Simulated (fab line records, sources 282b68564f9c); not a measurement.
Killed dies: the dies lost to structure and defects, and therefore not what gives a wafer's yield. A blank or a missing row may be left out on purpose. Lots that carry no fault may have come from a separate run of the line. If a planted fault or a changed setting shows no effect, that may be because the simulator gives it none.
A single fault, viewed from 2 desks	flow rit_cmos	numbers are kept per desk, each desk with only its own; the story behind them comes last

DESK OF THE TOOL OWNER: implanter-03
For each lot that ran on this tool, the mean over its sampled wafers that have a number, from the tool's own readings at RIT_NWELL_IMPLANT_08. Any lot whose mean is over 4 standard deviations away from the usual mean is out of limits and marked OUT; that distance is given in the brackets.
Columns: A = dose_ions_cm2 at RIT_NWELL_IMPLANT_08, usual 5e+13; B = faraday_current_uA at RIT_NWELL_IMPLANT_08, usual 159
lot	first seen here	A	B
L132	day 2 04:04	5e+13	158
L133	day 2 06:44	5e+13	159
L135	day 2 18:31	5e+13	161
L142	day 4 05:56	8e+13 (+99 or more) OUT	242 (+25) OUT
L143	day 4 09:55	8e+13 (+99 or more) OUT	244 (+26) OUT
This desk's verdict: out of limits on L142, L143, starting with L142 at day 4 05:56 (dose_ions_cm2 at RIT_NWELL_IMPLANT_08). Within limits: L132, L133, L135.

METROLOGY DESK
Lot by lot, what the gauges showed, no matter which tool ran the lot: averages of those sampled wafers that carry a number. Any lot whose mean is over 4 standard deviations away from the usual mean is out of limits and marked OUT; that distance is given in the brackets.
Columns: A = NWELL_TW at RIT_NWELL_TW_MEAS_10, usual 2152; B = NWELL_RS at RIT_WELLDRIVE_RS_MEAS_01, usual 275.4 ohm/sq; C = NRETRO_OVL at RIT_NRETRO_OVL_MEAS_06, usual 1.3 nm
lot	first seen here	A	B	C
L132	day 2 04:22	2149	276.6	0.2
L133	day 2 07:02	2145	275.3	1.7
L134	day 2 13:23	2167	273.9	1.2
L135	day 2 18:51	2146	275.0	2.0
L137	day 3 05:16	2155	275.4	0.7
L139	day 3 14:38	2171	274.1	3.1
L140	day 3 18:34	2137	276.0	3.1
L142	day 4 06:15	2451 (+27) OUT	213.1 (-87) OUT	1.3
L143	day 4 10:13	2474 (+29) OUT	213.4 (-86) OUT	2.7
L147	day 5 06:37	2144	275.8	2.2
L148	day 5 13:02	2141	275.1	0.9
L149	day 5 16:06	2142	275.5	0.4
L150	day 5 21:04	2158	276.0	1.6
L151	day 6 02:55	2138	275.1	1.4
This desk's result: L142, L143 out of limits, first on L142 (NWELL_TW at RIT_NWELL_TW_MEAS_10), day 4 06:15. Within limits: L132, L133, L134, L135, L137, L139, L140, L147, L148, L149, L150, L151.

ALL TOGETHER
The tool owner's desk had the chance to raise an alarm at day 4 05:56 on L142, L143.
Metrology desk: alarm possible at day 4 06:15 on L142, L143.
The lots listed all ran RIT_NWELL_IMPLANT_08 on implanter-03.

WHAT THE SIMULATOR PUT IN
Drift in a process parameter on implanter-03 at RIT_NWELL_IMPLANT_08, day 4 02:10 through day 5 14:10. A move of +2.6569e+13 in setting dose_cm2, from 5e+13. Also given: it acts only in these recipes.
Shown lots that were struck: L142, L143.
Delay (hours) between the fault's onset and each desk's first out-of-limits reading: 4 at the tool owner's desk, 4 at the metrology desk.
